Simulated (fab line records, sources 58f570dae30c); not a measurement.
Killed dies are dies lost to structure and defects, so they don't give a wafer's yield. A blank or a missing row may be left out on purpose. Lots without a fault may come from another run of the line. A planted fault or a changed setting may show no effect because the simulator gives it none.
fab line records | flow berkeley_cmos170
record lots=6 wafers=18 last_day=9
route steps=331 shown CONTACT@226 M1@238
lots that met no fault: from a run of the same line without faults
start_h: hours from the record's first day to the start of the lot's first wafer shown | wait_h: hours since the lot's step before | " the same as in the row above | L1.1+2: a row that stands for several wafers | - no value, or no start given | * or withheld: withheld | < > ~ a bound
route shown NAME@n: a module of which the file shows steps, and the number in the route of the first | usual: mean/standard deviation of fault-free wafers | same: alike in all rows | chamber/n: place in a boat | sites: the reading at each site | _std_site: their standard deviation | _edge_site: outer sites' mean less inner sites' | radius_mm: how far each site lies from the wafer's centre | mask NAME#n: copy n | behind: the tool/chamber that last shaped the wafer | hold: why the lot was held/for how many hours/how that ended | device: the transistor (n, p or np) that didn't switch | end of line: the same wafers' tests at the end of the route | a step without rows: its recipe alone | killed: dies lost to structure and defects at the first sort, not the wafer's yield | map: a wafer's dies, x killed, . not, _ none there
set.NAME: the setting as run; set.NAME@STEP: as run at that earlier step | model.NAME: the simulator's own value behind a step, which no gauge read
lots at some steps of the route; a table a step, a row a wafer
services: from which hour (start_h, from the record's first day; less than 0 if before it) a tool's chamber was out of use, for how many hours, and why
## steps
# step UCB170_CONTACT_COAT_10
# recipe resist=KrF spin_rpm=1500 resist_thk_nm=900
# step UCB170_CONTACT_SOFTBAKE_11
# recipe resist=KrF temp_c=130 time_s=60
# step UCB170_CONTACT_EXPOSE_12
# recipe mask_id=CONT target_cd_nm=700 na=0.5 sigma_outer=0.6 source_shape=conventional dose_mj=35
# step UCB170_CONTACT_PEB_13
# recipe peb_temp_c=130 peb_time_s=withheld resist=KrF
# step UCB170_CONTACT_DEVELOP_14
# recipe developer=TMAH develop_time_s=45 resist=KrF dev_temp_c=21
# step UCB170_CONTACT_CD_MEAS_15
# recipe target_cd_nm=700
# usual cd_nm=699.8/1.4
# columns lot.wafer tool chamber start_h wait_h cd_nm
L554.1 cd_sem-01 - 145.54 - 698.8
L554.2 " - " " 698.9
L554.5 " - " " 699.2
L559.1 cd_sem-01 - 157.62 - 701.9
L559.5 " - " " 700.7
L559.6 " - " " 701.5
L560.1 cd_sem-01 - 157.89 - 700.8
L560.3 " - " " 700.0
L560.6 " - " " 700.7
L565.3 cd_sem-01 - 190.41 - 699.8
L565.4 " - " " 699.5
L565.5 " - " " 700.3
L566.1 cd_sem-01 - 190.49 - 699.9
L566.2 " - " " 698.9
L566.3 " - " " 698.8
L568.2 cd_sem-01 - 201.54 - 700.2
L568.3 " - " " 699.8
L568.5 " - " " 700.5
# step UCB170_CONTACT_OVL_MEAS_16
# usual CONTACT_OVL=3/4.5
# columns lot.wafer tool chamber start_h wait_h CONTACT_OVL[nm]
L554.1 overlay-02 - 145.66 0.1 1
L554.2 " - " " 4
L554.5 " - " " 3
L559.1 overlay-01 - 157.74 0.1 0
L559.5 " - " " 1
L559.6 " - " " -2
L560.1 overlay-01 - 158.01 0.1 6
L560.3 " - " " 8
L560.6 " - " " 1
L565.3 overlay-01 - 190.50 0.1 6
L565.4 " - " " 4
L565.5 " - " " 9
L566.1 overlay-01 - 190.61 0.1 4
L566.2 " - " " 6
L566.3 " - " " 5
L568.2 overlay-02 - 201.65 0.1 1
L568.3 " - " " 3
L568.5 " - " " 3
# step UCB170_CONTACT_ETCH_17
# recipe chemistry=N2/H2 target_depth_a=withheld overetch_a=withheld target=BARC time_s=withheld source_w=500 bias_w=100 pressure_mtorr=30 n2_flow_sccm=100 h2_flow_sccm=200
# usual drypump_motor_current_A=5.8/0.45 oes_product_au=1.006/0.023 throttle_valve_pct=13.32/0.13
# columns lot.wafer tool chamber start_h wait_h drypump_motor_current_A oes_product_au throttle_valve_pct
L554.1 rie_diel-01 1 145.69 0.0 6.0 1.006 13.17
L554.2 " 2 " " 6.3 0.974 13.38
L554.5 " 1 " " 6.0 1.000 13.16
L559.1 rie_diel-02 0 157.77 0.0 5.6 1.013 13.28
L559.5 " 1 " " 6.4 0.977 13.23
L559.6 " 2 " " 6.2 1.041 13.23
L560.1 rie_diel-04 2 158.05 0.0 5.8 1.009 13.32
L560.3 " 1 " " 5.9 0.980 13.18
L560.6 " 1 " " 5.9 0.971 13.18
L565.3 rie_diel-01 2 190.52 0.0 6.3 0.967 13.39
L565.4 " 3 " " 4.9 1.038 13.26
L565.5 " 1 " " 6.0 0.998 13.15
L566.1 rie_diel-02 3 190.64 0.0 5.2 1.019 13.37
L566.2 " 0 " " 5.6 0.993 13.29
L566.3 " 2 " " 6.2 1.032 13.23
L568.2 rie_diel-04 1 201.68 0.0 5.9 0.979 13.20
L568.3 " 2 " " 5.9 1.014 13.33
L568.5 " 2 " " 5.9 1.019 13.29
# step UCB170_CONTACT_ETCH_18
# recipe chemistry=CHF3/CF4/Ar target=PSG stop_on=TiSi2 CHF3_flow_sccm=45 cf4_flow_sccm=15 Ar_flow_sccm=150 pressure_mtorr=200 rf_w=700 target_depth_a=8400 over_etch_frac=0.2 time_s=195
# usual drypump_motor_current_A=5.8/0.44 oes_product_au=0.894/0.016 throttle_valve_pct=6.94/0.081
# columns lot.wafer tool chamber start_h wait_h drypump_motor_current_A oes_product_au rf_hours_counter_h throttle_valve_pct
L554.1 rie_diel-01 1 - - 6.0 0.880 65 6.91
L554.2 " 2 " " 6.3 0.863 90 7.02
L554.5 " 1 " " 6.0 0.868 - 6.94
L559.1 rie_diel-02 0 - - 5.6 0.881 106 6.87
L559.5 " 1 " " 6.4 0.884 - 6.89
L559.6 " 2 " " 6.2 0.902 - 6.90
L560.1 rie_diel-04 2 - - 5.8 0.909 35 6.98
L560.3 " 1 " " 5.9 0.888 126 6.83
L560.6 " 1 " " 5.9 0.882 - 6.82
L565.3 rie_diel-01 2 - - 6.3 0.872 92 7.03
L565.4 " 3 " " 4.9 0.914 90 6.93
L565.5 " 1 " " 6.0 0.883 - 6.93
L566.1 rie_diel-02 3 - - 5.2 0.891 4 6.94
L566.2 " 0 " " 5.6 0.893 107 6.86
L566.3 " 2 " " 6.2 0.911 81 6.91
L568.2 rie_diel-04 1 - - 5.9 0.881 128 6.82
L568.3 " 2 " " 5.9 0.916 37 7.00
L568.5 " 2 " " 5.9 0.916 - 6.99
# step UCB170_CONTACT_STRIP_19
# recipe chemistry=O2 power_w=400 pressure_mtorr=3500 platen_temp_c=withheld o2_flow_sccm=400 overash_fraction=0.5
# usual drypump_motor_current_A=5.8/0.58 o2_flow_sccm=400.0/1.1 oes_product_au=0.725/0.0044
# columns lot.wafer tool chamber start_h wait_h drypump_motor_current_A o2_flow_sccm oes_product_au rf_hours_counter_h
L554.1 plasma_asher-04 1 145.86 - 6.4 400.5 0.728 45
L554.2 " 0 " " 6.4 401.6 0.725 45
L554.5 " 0 " " 6.4 400.2 0.724 -
L559.1 plasma_asher-02 1 157.94 - 5.3 400.6 0.725 46
L559.5 " 0 " " 5.5 400.1 0.722 -
L559.6 " 1 " " 5.3 401.2 0.736 -
L560.1 plasma_asher-04 0 158.21 - 6.5 402.4 0.728 46
L560.3 " 0 " " 6.5 401.7 0.725 -
L560.6 " 0 " " 6.5 402.3 0.728 -
L565.3 plasma_asher-01 1 190.72 - 5.9 398.8 0.719 -
L565.4 " 0 " " 4.8 399.7 0.727 -
L565.5 " 0 " " 4.8 400.3 0.725 -
L566.1 plasma_asher-02 1 190.81 - 5.3 401.4 0.722 48
L566.2 " 0 " " 5.5 400.8 0.728 48
L566.3 " 1 " " 5.3 400.8 0.728 -
L568.2 plasma_asher-04 1 201.84 - 6.3 400.2 0.725 51
L568.3 " 1 " " 6.3 398.5 0.725 -
L568.5 " 1 " " 6.3 400.1 0.719 -
# step UCB170_CONTACT_CD_MEAS_90
# recipe target_cd_nm=700
# usual cd_nm=699.8/1.7
# columns lot.wafer tool chamber start_h wait_h cd_nm
L554.1 cd_sem-02 - 145.96 0.1 700.2
L554.2 " - " " 699.4
L554.5 " - " " 700.2
L559.1 cd_sem-02 - 158.04 0.1 701.0
L559.5 " - " " 699.3
L559.6 " - " " 701.5
L560.1 cd_sem-01 - 158.31 0.1 701.2
L560.3 " - " " 699.2
L560.6 " - " " 699.4
L565.3 cd_sem-02 - 190.83 0.1 699.3
L565.4 " - " " 699.7
L565.5 " - " " 701.8
L566.1 cd_sem-01 - 190.91 0.1 699.5
L566.2 " - " " 698.9
L566.3 " - " " 697.6
L568.2 cd_sem-01 - 201.96 0.1 699.3
L568.3 " - " " 701.0
L568.5 " - " " 701.8
# step UCB170_CONTACT_CLEAN_20
# recipe chemistry=SPM temp_c=120 time_s=600
# step UCB170_M1_SPUTTER_00
# recipe material=Al target_thk_nm=600 time_s=80 power_w=6000 chamber_pressure_pa=0.5
# usual throttle_valve_pct=30.1/0.74
# columns lot.wafer tool chamber start_h wait_h throttle_valve_pct
L554.1 pvd_sputter-04 - 146.42 0.0 29.8
L554.2 " - " " 31.2
L554.5 " - " " 28.8
L559.1 pvd_sputter-02 - 158.33 0.0 31.3
L559.5 " - " " 29.1
L559.6 " - " " 29.9
L560.1 pvd_sputter-01 - 158.61 0.0 29.8
L560.3 " - " " 29.8
L560.6 " - " " 29.8
L565.3 pvd_sputter-02 - 193.40 0.0 29.1
L565.4 " - " " 30.1
L565.5 " - " " 29.1
L565.3 pvd_sputter-02 - 193.63 0.2 29.3
L565.4 " - " " 30.2
L565.5 " - " " 29.3
L566.1 pvd_sputter-04 - 193.40 0.0 28.9
L566.2 " - " " 29.9
L566.3 " - " " 30.4
L568.2 pvd_sputter-01 - 202.63 0.0 30.1
L568.3 " - " " 29.6
L568.5 " - " " 30.8
L568.2 pvd_sputter-01 - 202.86 0.2 29.9
L568.3 " - " " 29.4
L568.5 " - " " 30.8
# step UCB170_M1_RS_MEAS_01
# recipe thk_meas_gauge=four-point-probe reads=Al_of_M1_SPUTTER_00
# usual M1_AL_RS=0.0487/0.00046
# columns lot.wafer tool chamber start_h wait_h M1_AL_RS[ohm/sq]
L554.1 film_metro-01 - 146.48 0.0 0.0488
L554.2 " - " " 0.0490
L554.5 " - " " 0.0487
L559.1 film_metro-02 - 158.40 0.0 0.0490
L559.5 " - " " 0.0484
L559.6 " - " " 0.0490
L560.1 film_metro-03 - 158.67 0.0 0.0480
L560.3 " - " " 0.0483
L560.6 " - " " 0.0479
L566.1 film_metro-02 - 193.46 0.0 0.0492
L566.2 " - " " 0.0493
L566.3 " - " " 0.0487
L565.3 film_metro-03 - 193.73 0.1 0.0239
L565.4 " - " " 0.0240
L565.5 " - " " 0.0240
L568.2 film_metro-02 - 202.95 0.1 0.0238
L568.3 " - " " 0.0241
L568.5 " - " " 0.0240
# step UCB170_M1_THK_MEAS_02
# recipe thk_meas_gauge=xrf reads=Al_of_M1_SPUTTER_00
# usual M1_AL_THK=615/7.3
# columns lot.wafer tool chamber start_h wait_h M1_AL_THK[nm]
L554.1 film_metro-01 - 146.60 0.1 615
L554.2 " - " " 615
L554.5 " - " " 617
L559.1 film_metro-02 - 158.52 0.1 611
L559.5 " - " " 622
L559.6 " - " " 614
L560.1 film_metro-03 - 158.79 0.1 617
L560.3 " - " " 613
L560.6 " - " " 619
L566.1 film_metro-02 - 193.58 0.1 607
L566.2 " - " " 608
L566.3 " - " " 616
L565.3 film_metro-03 - 193.83 0.1 1247
L565.4 " - " " 1239
L565.5 " - " " 1234
L568.2 film_metro-02 - 203.06 0.1 1264
L568.3 " - " " 1234
L568.5 " - " " 1243
# step UCB170_M1_COAT_03
# recipe resist=BARC temp_c=withheld time_s=withheld spin_rpm=3000 resist_thk_nm=withheld
# step UCB170_M1_COAT_04
# recipe resist=KrF spin_rpm=1500 resist_thk_nm=900
# step UCB170_M1_SOFTBAKE_05
# recipe resist=KrF temp_c=130 time_s=60
# step UCB170_M1_EXPOSE_06
# recipe mask_id=METAL1 target_cd_nm=700 na=0.5 sigma_outer=0.6 source_shape=conventional dose_mj=21
# step UCB170_M1_PEB_07
# recipe peb_temp_c=130 peb_time_s=withheld resist=KrF
# step UCB170_M1_DEVELOP_08
# recipe developer=TMAH develop_time_s=45 resist=KrF dev_temp_c=21
# step UCB170_M1_CD_MEAS_09
# recipe target_cd_nm=700
# usual cd_nm=700.5/1.6
# columns lot.wafer tool chamber start_h wait_h cd_nm
L554.1 cd_sem-02 - 148.26 - 700.8
L554.2 " - " " 700.2
L554.5 " - " " 702.1
L559.1 cd_sem-01 - 159.75 - 705.3
L559.5 " - " " 703.2
L559.6 " - " " 703.8
L560.1 cd_sem-01 - 160.23 - 704.1
L560.3 " - " " 702.9
L560.6 " - " " 702.7
L566.1 cd_sem-01 - 194.75 - 703.6
L566.2 " - " " 702.0
L566.3 " - " " 703.0
L565.3 cd_sem-01 - 195.15 - 698.8
L565.4 " - " " 700.2
L565.5 " - " " 700.5
L568.2 cd_sem-02 - 204.16 - 701.6
L568.3 " - " " 700.6
L568.5 " - " " 699.4
# step UCB170_M1_OVL_MEAS_10
# usual M1_OVL=2/5.5
# columns lot.wafer tool chamber start_h wait_h M1_OVL[nm]
L554.1 overlay-01 - 148.38 0.1 -5
L554.2 " - " " 3
L554.5 " - " " 0
L559.1 overlay-02 - 159.87 0.1 7
L559.5 " - " " 1
L559.6 " - " " 0
L560.1 overlay-02 - 160.35 0.1 6
L560.3 " - " " 2
L560.6 " - " " 6
L566.1 overlay-02 - 194.87 0.1 11
L566.2 " - " " 6
L566.3 " - " " 7
L565.3 overlay-02 - 195.25 0.1 5
L565.4 " - " " 0
L565.5 " - " " 10
L568.2 overlay-01 - 204.26 0.1 -10
L568.3 " - " " -8
L568.5 " - " " -6
# step UCB170_M1_ETCH_11
# recipe chemistry=N2/H2 target_depth_a=withheld overetch_a=withheld target=BARC time_s=withheld source_w=500 bias_w=100 pressure_mtorr=30 n2_flow_sccm=100 h2_flow_sccm=200
# usual drypump_motor_current_A=5.8/0.34 oes_product_au=1.001/0.023 throttle_valve_pct=13.34/0.13
# columns lot.wafer tool chamber start_h wait_h drypump_motor_current_A oes_product_au throttle_valve_pct
L554.1 rie_diel-02 0 148.41 0.0 5.6 1.018 13.27
L554.2 " 1 " " 6.4 0.989 13.22
L554.5 " 3 " " 5.2 1.024 13.36
L559.1 rie_diel-03 2 159.91 0.0 5.7 0.996 13.38
L559.5 " 3 " " 6.1 0.992 13.25
L559.6 " 2 " " 5.7 1.001 13.37
L560.1 rie_diel-02 2 160.39 0.0 6.2 1.041 13.24
L560.3 " 0 " " 5.6 1.011 13.30
L560.6 " 1 " " 6.3 0.984 13.23
L566.1 rie_diel-04 1 194.91 0.0 5.9 0.986 13.19
L566.2 " 3 " " 5.4 1.003 13.39
L566.3 " 2 " " 5.9 1.017 13.31
L565.3 rie_diel-03 2 195.27 0.0 5.8 1.007 13.39
L565.4 " 0 " " 5.7 0.974 13.39
L565.5 " 1 " " 5.5 0.948 13.28
L568.2 rie_diel-04 2 204.29 0.0 5.9 1.021 13.30
L568.3 " 0 " " 6.4 1.017 13.64
L568.5 " 2 " " 5.9 1.009 13.32
# step UCB170_M1_METAL_ETCH_12
# recipe chemistry=Cl2/BCl3 target=Al stop_on=PSG pressure_mtorr=12 target_depth_a=7800 over_etch_frac=0.3 time_s=130 icp_w=600 bias_w=120 Cl2_flow_sccm=90 bcl3_flow_sccm=45
# usual drypump_motor_current_A=5.9/0.59 oes_product_au=0.857/0.014 throttle_valve_pct=24.48/0.28
# columns lot.wafer tool chamber start_h wait_h drypump_motor_current_A oes_product_au rf_hours_counter_h throttle_valve_pct model.etch.depth_nm model.M1.feature_depth_nm
L554.1 rie_metal-03 0 148.45 - 4.8 0.851 14 24.51 597.9 634.9
L554.2 " 1 " " 6.6 0.842 6 24.73 595.3 631.5
L554.5 " 0 " " 4.8 0.848 - 24.52 598.4 635.2
L559.1 rie_metal-04 1 159.95 - 6.0 0.841 4 24.28 595.2 634.3
L559.5 " 0 " " 5.3 0.878 - 24.84 600.8 639.6
L559.6 " 1 " " 6.0 0.834 - 24.29 594.2 633.1
L560.1 rie_metal-03 0 160.43 - 4.8 0.855 14 24.52 608.3 645.4
L560.3 " 1 " " 6.5 0.853 - 24.73 604.2 640.3
L560.6 " 0 " " 4.8 0.860 - 24.49 610.7 647.6
L566.1 rie_metal-03 0 194.95 - 4.8 0.840 15 24.51 590.9 627.1
L566.2 " 1 " " 6.5 0.840 8 24.74 590.7 626.2
L566.3 " 1 " " 6.6 0.844 - 24.73 598.9 634.1
L565.3 rie_metal-01 0 195.36 - 6.3 0.995 - 24.32 757.9 757.9
L565.4 " 1 " " 5.7 1.011 - 23.93 786.1 786.1
L565.5 " 1 " " 5.7 1.022 - 23.92 782.6 782.6
L568.2 rie_metal-03 1 204.38 - 6.5 0.968 - 24.67 752.7 752.7
L568.3 " 1 " " 6.6 0.970 - 24.67 749.2 749.2
L568.5 " 1 " " 6.6 0.965 - 24.66 750.2 750.2
# step UCB170_M1_STRIP_13
# recipe chemistry=O2 power_w=400 pressure_mtorr=3500 platen_temp_c=withheld o2_flow_sccm=400 overash_fraction=0.5
# usual drypump_motor_current_A=5.8/0.63 o2_flow_sccm=399.9/1.3 oes_product_au=0.720/0.0045
# columns lot.wafer tool chamber start_h wait_h drypump_motor_current_A o2_flow_sccm oes_product_au rf_hours_counter_h
L554.1 plasma_asher-03 1 148.59 0.1 5.8 401.9 0.717 37
L554.2 " 0 " " 5.0 397.9 0.715 37
L554.5 " 0 " " 5.0 398.9 0.723 -
L559.1 plasma_asher-03 1 160.08 0.1 5.8 402.4 0.720 39
L559.5 " 0 " " 5.0 397.6 0.712 -
L559.6 " 1 " " 5.8 401.6 0.712 -
L560.1 plasma_asher-01 0 160.57 0.1 4.8 402.2 0.720 5
L560.3 " 0 " " 4.8 399.7 0.720 -
L560.6 " 1 " " 5.9 398.3 0.721 -
L566.1 plasma_asher-04 0 195.09 0.1 6.5 401.5 0.728 50
L566.2 " 1 " " 6.3 399.7 0.710 50
L566.3 " 1 " " 6.3 400.6 0.722 -
L565.3 plasma_asher-03 1 195.48 0.1 5.8 397.5 0.731 -
L565.4 " 0 " " 5.0 400.8 0.709 -
L565.5 " 1 " " 5.8 397.9 0.724 -
L568.2 plasma_asher-01 1 204.60 0.2 5.9 400.4 0.721 10
L568.3 " 1 " " 5.9 399.5 0.715 -
L568.5 " 0 " " 4.8 400.9 0.717 -
## services
# columns tool chamber start_h hours kind
pvd_sputter-02 - 124.02 3.8 repair
pvd_sputter-01 - 140.64 0.5 repair
plasma_asher-04 - 148.95 2.8 repair
plasma_asher-02 - 160.96 13.1 repair
rie_diel-03 2 171.13 3.5 repair
rie_diel-03 3 179.34 10.1 repair
rie_diel-02 0 191.67 2.8 repair
rie_diel-04 3 196.93 8.5 repair
pvd_sputter-02 - 198.40 1.9 repair
rie_metal-03 0 200.79 - clean
rie_metal-03 0 200.79 28.4 scheduled_down
rie_metal-03 0 200.79 28.4 vent_cycle
pvd_sputter-04 - 201.34 3.2 repair
pvd_sputter-02 - 201.57 3.4 repair
## key
first_sign step=UCB170_M1_SPUTTER_00 reading=visit direction=added
effect step=UCB170_M1_RS_MEAS_01 reading=M1_AL_RS direction=down sigmas=54 usual=0.0487 struck=0.0240
effect step=UCB170_M1_THK_MEAS_02 reading=M1_AL_THK direction=up sigmas=85 usual=615 struck=1243
effect step=UCB170_M1_METAL_ETCH_12 reading=oes_product_au direction=up sigmas=9.1 usual=0.857 struck=0.988
model_effect step=UCB170_M1_METAL_ETCH_12 value=etch.depth_nm without=605.8 struck=763.1
met_at UCB170_M1_SPUTTER_00
struck_wafers L565.3,L565.4,L565.5,L568.2,L568.3,L568.5
later_rows_left_out L565.3,L565.4,L568.2,L568.3,L568.5
sort_left_out L565.3,L565.4,L565.5,L568.2,L568.3,L568.5
fault kind=repeated_step_whole tool=pvd_sputter-01,pvd_sputter-02,pvd_sputter-04 chamber=- onset_h=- steps=UCB170_M1_SPUTTER_00 times=1 scope=struck_lots_only
# sort_left_out: the simulated sort isn't trusted on such a fault, so these wafers' sort isn't shown, and their yield isn't known
# later_rows_left_out: the simulator's readings of these wafers behind a module that went badly wrong aren't trusted and aren't shown, but for the sort
